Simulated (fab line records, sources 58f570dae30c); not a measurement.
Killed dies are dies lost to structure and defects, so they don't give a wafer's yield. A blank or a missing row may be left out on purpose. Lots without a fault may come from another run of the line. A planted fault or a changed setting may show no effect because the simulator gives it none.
Which tool did it? | flow berkeley_cmos170 | 13 lots, 39 wafers sampled, at 6 steps of a route of 331

WHAT THE GAUGES READ, wafer by wafer
UCB170_SILICIDE_RS_MEAS_02: measures by four-point-probe.
lot  | measured     | on            | SILICIDE_TI_RS (ohm/sq)
L885 | day 6 13:36  | film_metro-01 | 26.3 26.4 26.3
L887 | day 7 17:54  | film_metro-01 | 26.0 26.1 26.0
L888 | day 7 18:11  | film_metro-04 | 26.4 26.7 26.3
L890 | day 8 13:50  | film_metro-04 | 25.9 26.0 25.9
L892 | day 8 21:24  | film_metro-01 | 26.2 26.3 26.3
L893 | day 8 21:34  | film_metro-04 | 35.1 26.4 26.6
L898 | day 9 14:56  | film_metro-03 | 26.3 26.2 26.7
L901 | day 10 16:47 | film_metro-01 | 26.2 26.1 26.2
L902 | day 10 17:22 | film_metro-03 | 26.5 26.2 26.7
L904 | day 11 03:19 | film_metro-01 | 26.3 26.7 26.8
L905 | day 11 09:06 | film_metro-03 | 26.6 26.2 26.2
L906 | day 11 09:04 | film_metro-04 | 26.4 26.1 26.0
L908 | day 11 16:13 | film_metro-04 | 25.0 25.1 25.7

UCB170_SILICIDE_THK_MEAS_03: measures by xrf.
lot  | measured     | on            | SILICIDE_TI_THK (nm)
L885 | day 6 13:43  | film_metro-01 | 29.4 29.3 29.6
L887 | day 7 18:01  | film_metro-01 | 29.7 29.6 29.6
L888 | day 7 18:19  | film_metro-04 | 29.3 29.2 29.4
L890 | day 8 13:57  | film_metro-04 | 29.9 29.8 29.7
L892 | day 8 21:31  | film_metro-01 | 29.3 29.4 29.5
L893 | day 8 21:40  | film_metro-04 | 23.0 29.1 29.0
L898 | day 9 15:04  | film_metro-03 | 29.3 29.7 29.2
L901 | day 10 16:53 | film_metro-01 | 29.3 29.4 29.3
L902 | day 10 17:28 | film_metro-03 | 29.2 29.5 28.9
L904 | day 11 03:26 | film_metro-01 | 29.4 29.0 28.8
L905 | day 11 09:13 | film_metro-03 | 29.2 29.5 29.7
L906 | day 11 09:11 | film_metro-04 | 29.5 29.8 29.6
L908 | day 11 16:20 | film_metro-04 | 30.8 30.8 30.1

UCB170_V1_THK_MEAS_04.
lot  | measured     | on            | V1_POLISHED_THK (nm)
L885 | day 7 05:40  | film_metro-02 | 1015.3 1015.5 1015.9
L887 | day 8 05:10  | film_metro-03 | 1012.6 1015.0 1015.3
L888 | day 8 05:10  | film_metro-02 | 1013.7 1015.0 1014.1
L890 | day 9 04:05  | film_metro-03 | 1014.0 1015.1 1013.9
L892 | day 9 10:17  | film_metro-03 | 1016.4 1014.5 1014.4
L893 | day 9 10:18  | film_metro-01 | 1013.7 1016.1 1012.5
L898 | day 10 06:25 | film_metro-03 | 1013.8 1013.0 1014.4
L901 | day 11 06:36 | film_metro-01 | 1015.6 1014.0 1015.1
L902 | day 11 06:54 | film_metro-01 | 1014.7 1015.4 1016.3
L904 | day 11 14:21 | film_metro-01 | 1012.8 1014.5 1014.9
L905 | day 11 21:53 | film_metro-01 | 1015.9 1013.7 1017.1
L906 | day 11 22:10 | film_metro-03 | 1014.8 1013.0 1014.1
L908 | day 12 06:25 | film_metro-01 | 1015.4 1014.6 1016.5

WHICH TOOL RAN EACH LOT (tool, then ch and the chambers of the sampled wafers, then the start)
lot  | UCB170_SPACER_CVD_00           | UCB170_SILICIDE_SPUTTER_01   | UCB170_SILICIDE_RTA_04
L885 | pecvd-03 ch 0,1,2, day 6 04:05 | pvd_sputter-03, day 6 13:34  | rtp_anneal-01 ch 0, day 6 13:47
L887 | pecvd-01 ch 0,2, day 7 06:57   | pvd_sputter-04, day 7 17:52  | rtp_anneal-01 ch 0, day 7 18:05
L888 | pecvd-03 ch 1,2, day 7 07:44   | pvd_sputter-01, day 7 18:10  | rtp_anneal-01 ch 0, day 7 18:22
L890 | pecvd-01 ch 0,1,2, day 8 05:55 | pvd_sputter-04, day 8 13:45  | rtp_anneal-01 ch 0, day 8 14:01
L892 | pecvd-03 ch 0,1,2, day 8 11:07 | pvd_sputter-03, day 8 21:17  | rtp_anneal-01 ch 0, day 8 21:34
L893 | pecvd-02 ch 0,1,2, day 8 11:45 | pvd_sputter-04, day 8 21:29  | rtp_anneal-02 ch 0, day 8 21:44
L898 | pecvd-02 ch 0,1, day 9 03:21   | pvd_sputter-01, day 9 14:54  | rtp_anneal-01 ch 0, day 9 15:07
L901 | pecvd-02 ch 1,2, day 10 06:38  | pvd_sputter-01, day 10 16:43 | rtp_anneal-02 ch 0, day 10 16:56
L902 | pecvd-02 ch 1,2, day 10 07:14  | pvd_sputter-01, day 10 17:18 | rtp_anneal-01 ch 0, day 10 17:32
L904 | pecvd-03 ch 0,1, day 10 15:12  | pvd_sputter-03, day 11 03:17 | rtp_anneal-02 ch 0, day 11 03:30
L905 | pecvd-01 ch 0,2, day 10 20:47  | pvd_sputter-01, day 11 09:04 | rtp_anneal-01 ch 0, day 11 09:17
L906 | pecvd-03 ch 0,2, day 10 20:58  | pvd_sputter-03, day 11 09:02 | rtp_anneal-02 ch 0, day 11 09:14
L908 | pecvd-01 ch 0,1, day 11 05:40  | pvd_sputter-01, day 11 16:11 | rtp_anneal-02 ch 0, day 11 16:24
- UCB170_SPACER_CVD_00: deposits SiO2 from TEOS/O2, target thk 376 nm, time 47 s.
- UCB170_SILICIDE_SPUTTER_01: material Ti, target thk 30 nm, time 25 s.
- UCB170_SILICIDE_RTA_04: time 15 s.

WHAT THE TOOLS THEMSELVES READ (means of the sampled wafers that have a number; where no wafer has one, the mark that the record gives instead)
UCB170_SPACER_CVD_00.
lot  | tool     | heater_power_w (W) | rf_fwd_power_W (W)
L885 | pecvd-03 | 283                | 544.7
L887 | pecvd-01 | 268                | 544.1
L888 | pecvd-03 | 312                | 546.9
L890 | pecvd-01 | 276                | 545.5
L892 | pecvd-03 | 316                | 544.2
L893 | pecvd-02 | 218                | 542.6
L898 | pecvd-02 | 245                | 543.2
L901 | pecvd-02 | 212                | 540.6
L902 | pecvd-02 | 266                | 542.6
L904 | pecvd-03 | 284                | 545.8
L905 | pecvd-01 | 219                | 544.8
L906 | pecvd-03 | 312                | 541.7
L908 | pecvd-01 | 254                | 545.1

UCB170_SILICIDE_SPUTTER_01.
lot  | tool           | throttle_valve_pct (%)
L885 | pvd_sputter-03 | 30.7
L887 | pvd_sputter-04 | 30.7
L888 | pvd_sputter-01 | 30.4
L890 | pvd_sputter-04 | 31.4
L892 | pvd_sputter-03 | 30.8
L893 | pvd_sputter-04 | 30.6
L898 | pvd_sputter-01 | 30.4
L901 | pvd_sputter-01 | 31.3
L902 | pvd_sputter-01 | 30.8
L904 | pvd_sputter-03 | 30.7
L905 | pvd_sputter-01 | 30.6
L906 | pvd_sputter-03 | 31.2
L908 | pvd_sputter-01 | 31.0

UCB170_SILICIDE_RTA_04.
lot  | tool          | lamp_power_pct (%) | wafer_temp_C_max
L885 | rtp_anneal-01 | 11.04              | 653.7
L887 | rtp_anneal-01 | 11.04              | 653.1
L888 | rtp_anneal-01 | 11.04              | 653.0
L890 | rtp_anneal-01 | 11.04              | 653.3
L892 | rtp_anneal-01 | 11.04              | 652.9
L893 | rtp_anneal-02 | 10.94              | 654.2
L898 | rtp_anneal-01 | 11.04              | 652.9
L901 | rtp_anneal-02 | 10.93              | 653.6
L902 | rtp_anneal-01 | 11.04              | 653.0
L904 | rtp_anneal-02 | 10.94              | 654.2
L905 | rtp_anneal-01 | 11.04              | 653.3
L906 | rtp_anneal-02 | 10.93              | 653.2
L908 | rtp_anneal-02 | 10.93              | 654.3

THE ANSWER, worked out from the rows above alone
Rule: what is usual is taken from the lots themselves. Put in order of their means at a reading, lots are off if they are a third of the lots or fewer, leave a main group of 4 or more, and stand apart from it by a gap of 3 or more times the standard deviation of the main group's means; of several such gaps the widest counts. A main group whose means are all the same, to the digits that the tables above print for the reading, isn't used. A lot without any number at a reading at which 4 lots or more have one is off too. The other lots that the step has rows for count as sound. The gauges are gone through in route order, then the tools' own readings, and for those a lot's mean is taken as printed above. The first step at which some lot is off is used, and at that step the reading that is off furthest; a lot without a number counts as furthest.
Off: L893, at UCB170_SILICIDE_RS_MEAS_02 (SILICIDE_TI_RS). The main group: mean 26.2 ohm/sq, standard deviation 0.34.
A tool fits if, at a process step before that reading, it ran every lot that is off, and no sound lot after the first of them. The gauges at UCB170_SILICIDE_RS_MEAS_02 are tried like those tools. One fits: pvd_sputter-04 at UCB170_SILICIDE_SPUTTER_01. Its last sound lot is L890 (day 8 13:45), its first lot that is off L893 (day 8 21:29): a fault that began between those two fits.

WHAT THE SIMULATOR HAD PUT IN
Process parameter drift: pvd_sputter-04, from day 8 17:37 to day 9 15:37, at UCB170_SILICIDE_SPUTTER_01. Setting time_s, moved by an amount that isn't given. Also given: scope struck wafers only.
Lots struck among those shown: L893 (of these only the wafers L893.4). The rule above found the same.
